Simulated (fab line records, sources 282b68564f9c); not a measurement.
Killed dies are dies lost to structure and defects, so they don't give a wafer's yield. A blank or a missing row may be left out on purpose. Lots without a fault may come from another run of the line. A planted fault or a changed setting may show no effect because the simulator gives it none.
A struck lot beside a sound one | flow rit_cmos | 15 steps out of a route of 202
Sound: wafers L411.1, L411.2, L411.4. Struck: wafers L420.3, L420.5, L420.6. The cause comes at the end.
At each step with rows: each side's tool, then ch and its chambers, then its first start. Under that, the readings that differ: sound wafers | struck wafers | difference of the means | sigmas: that difference in standard deviations of wafers without a fault.
alike: readings whose means differ by less than 2 such deviations, and words and numbers that are the same on both sides. not compared: withheld readings, readings that some wafer has no value for, bounds like >300 that may hide the same value, and numbers for which the record gives no deviation and whose values overlap.
The two part at a step that has a row with sigmas, a row that says differs or no value, or rows on one side only. Numbers that don't overlap but have no deviation are shown without sigmas and don't part them. A reading that every wafer of one side lacks parts them only if that side has two wafers or more.

RIT_SILICIDE_RTA_06: time 10 s, ramp up 5 s, ramp down 10 s.
  sound on rtp_anneal-01 ch 0, day 3 17:58; struck on rtp_anneal-02 ch 0, day 5 15:23
  reading           | sound             | struck            | difference | sigmas
  anneal_temp_c_max | 753.9 753.2 754.1 | 751.7 752.1 751.9 | -1.8       | -3
  alike: wafer_temp_C_max
RIT_CONTACT_CVD_00: deposits SiO2 from TEOS, target thk 400 nm, time 61 s.
  sound on pecvd-02 ch 0,2, day 3 18:01; struck on pecvd-02 ch 0,1, day 5 15:25
  alike: heater_power_w
RIT_CONTACT_THK_MEAS_01:
  sound on film_metro-01, day 3 18:05; struck on film_metro-04, day 5 15:29
  alike: CONTACT_TEOS_THK
then, 6 steps without rows for these wafers: RIT_CONTACT_HMDS_02 (prime time 60 s); RIT_CONTACT_COAT_03 (resist thk 1000 nm); RIT_CONTACT_SOFTBAKE_04 (time 60 s); RIT_CONTACT_EXPOSE_05 (exposes mask M11, target cd 1000 nm); RIT_CONTACT_PEB_06; RIT_CONTACT_DEVELOP_07 (develop time 120 s).
RIT_CONTACT_CD_MEAS_08: target cd 1000 nm.
  sound on cd_sem-01, day 3 19:14; struck on cd_sem-01, day 5 16:35
  alike: cd_nm
RIT_CONTACT_OVL_MEAS_09:
  sound on overlay-01, day 3 19:21; struck on overlay-01, day 5 16:40
  alike: CONTACT_OVL
then, 1 step without rows for these wafers: RIT_CONTACT_HARDBAKE_10 (time 60 s).
RIT_CONTACT_ETCH_11: etches SiO2 in CHF3/CF4/Ar, stops on TiSi2, target depth 480 nm, time 320 s.
  sound on rie_diel-02 ch 1,2, day 3 19:32; struck on rie_diel-04 ch 0,1,3, day 5 16:50
  reading        | sound       | struck                  | difference | sigmas
  over_etch_frac | 0.2 0.2 0.2 | 0.22327 0.22327 0.22327 | +0.02327   |
  alike: drypump_motor_current_A, oes_product_au, throttle_valve_pct
  not compared: rf_hours_counter_h
RIT_CONTACT_STRIP_12: strips in O2, time 180 s.
  sound on plasma_asher-04 ch 0,1, day 3 19:44; struck on plasma_asher-03 ch 0,1, day 5 17:06
  alike: drypump_motor_current_A
  not compared: rf_hours_counter_h
RIT_M1_PROBE_99:
  sound on prober-01, day 4 00:25; struck on prober-02, day 5 21:49
  alike: killed_at_front_end, killed_dies, killed_open, killed_short

WHERE THEY PART
Only at RIT_SILICIDE_RTA_06, within this record. Later steps at which nothing parts them and some readings are alike: RIT_CONTACT_CVD_00, RIT_CONTACT_THK_MEAS_01, RIT_CONTACT_CD_MEAS_08, RIT_CONTACT_OVL_MEAS_09, RIT_CONTACT_ETCH_11, RIT_CONTACT_STRIP_12, RIT_M1_PROBE_99.

WHY: what the simulator had put in
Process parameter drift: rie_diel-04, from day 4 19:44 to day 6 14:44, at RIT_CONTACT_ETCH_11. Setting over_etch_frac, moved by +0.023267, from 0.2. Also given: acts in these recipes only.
